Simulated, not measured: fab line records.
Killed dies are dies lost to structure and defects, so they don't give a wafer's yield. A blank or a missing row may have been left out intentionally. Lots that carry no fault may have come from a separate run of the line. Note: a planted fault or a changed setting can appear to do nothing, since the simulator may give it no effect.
Problem report in the 8D (eight disciplines) form, filled by code ; flow berkeley-cmos170 ; the parts of the form that need people (team, actions taken, sign-off) are left out

## 1. WHAT IS WRONG
SPACER_TEOS_THK at UCB170_SPACER_THK_MEAS_01 reads a mean of 325 nm on 1 wafer of 1 lot; wafers without a fault read 378 nm with a standard deviation of 6.3. Relative to the usual mean, that is a shift of -8.4 standard deviations.
First seen on wafer L120.1, day 9 12:52, on film-metro-04. At this step, 39 wafers from 13 lots have a number in the record. Rule for "out" (also "out of limits"): further than 4 standard deviations from the usual mean. The other wafers with a number count as sound.

## 2. WHAT IT IS, AND WHAT IT ISN'T
question;is;is not
which readings at this step;SPACER_TEOS_THK;-
which lots;L120;L108, L109, L110, L112, L122, L124, L125, L127, L128, L129, L130, L131
which wafers of those lots;L120.1;L120.2, L120.5
read on which gauges;film-metro-04;film-metro-01, film-metro-03
when;from day 9 12:52;"up to then (14 sound wafers); but 24 sound wafers of L122, L124, L125, L127, L128, L129, L130, L131 came after"

## 3. THE SUSPECTS, EACH WITH WHAT RULES IT OUT
Counting: if a tool at a process step up to the reading ran every lot that is out, it stays a suspect. Sound lots after the first of them don't rule it out here, since some wafers of a struck lot are sound.
- ruled out: the gauge at UCB170_SPACER_THK_MEAS_01. All the wafers that are out were read on film-metro-04, but those of them that UCB170_SPACER_ETCHBACK_03 has rows for are out there too, on other tools.
- plasma-asher-03 at UCB170_GATE_STRIP_16 (strips in O2): kept. L120, the lot that is out, went through it at day 9 08:16; up to then, the latest sound lot through it was L112 at day 8 04:28.
- plasma-asher-01 at UCB170_NLDD_STRIP_10 (strips in O2): kept. L120, the lot that is out, went through it at day 9 12:23; up to then, the latest sound lot through it was L110 at day 7 16:55.
- pecvd-04 at UCB170_SPACER_CVD_00 (deposits SiO2 from TEOS/O2, target thk 376 nm, time 47 s): kept. L120, the lot that is out, went through it at day 9 12:49; up to then, the latest sound lot through it was L110 at day 7 17:13.
- The sound lot-mates ran in chamber 1 of plasma-asher-03 at UCB170_GATE_STRIP_16, but the wafers that are out ran in chamber 0.
- The sound lot-mates ran in chamber 1 of plasma-asher-01 at UCB170_NLDD_STRIP_10, but the wafers that are out ran in chamber 0.
- Within pecvd-04 at UCB170_SPACER_CVD_00: the wafers that are out ran in chamber 0; their sound lot-mates ran in chambers 1, 2.
Left after counting: plasma-asher-03 at UCB170_GATE_STRIP_16, plasma-asher-01 at UCB170_NLDD_STRIP_10, pecvd-04 at UCB170_SPACER_CVD_00.

## 4. THE CAUSE (what the simulator had put in)
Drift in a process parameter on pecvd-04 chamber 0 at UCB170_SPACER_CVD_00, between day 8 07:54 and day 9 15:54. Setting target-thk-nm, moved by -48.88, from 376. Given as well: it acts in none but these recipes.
3 suspects survive the count, and this tool is in that group.

## 5. THE EFFECT CHAIN, in route order
One row per reading whose mean, taken over the struck wafers that have a number, lies over 3 standard deviations from the usual. Only readings whose record carries a usual standard deviation are examined. hours: median over the lots of the time between each lot's start at the first step of this table that gives one and its start at this step. sigmas: the change, counted in usual standard deviations.
hours;step;reading;usual;on struck wafers;change;sigmas
0;UCB170_SPACER_THK_MEAS_01;SPACER_TEOS_THK;378 nm;325;-53;-8.4
5;UCB170_SPACER_ETCHBACK_03;oes-product-au;0.897 a.u.;0.810;-0.087;-6.2
Its process steps:
- UCB170_SPACER_ETCHBACK_03: etches SiO2 in CHF3/CF4/Ar, stops on Si, target depth 376 nm, time 100 s.

## 6. HOW IT WOULD HAVE BEEN CAUGHT EARLIER
29 hours passed between the start of the fault at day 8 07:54 and the first reading out of limits at a measuring or inspecting step in this record, taken at day 9 12:52.
Tool readings at UCB170_SPACER_CVD_00 with a usual standard deviation given in the record: none out on any struck wafer, hence no alarm at a limit of 4 standard deviations on them.
Each of the lots that are out, 1 in all, had begun UCB170_SPACER_CVD_00 on pecvd-04 no later than day 9 12:52. Had the tool been put on hold then, not one of them would have been saved.
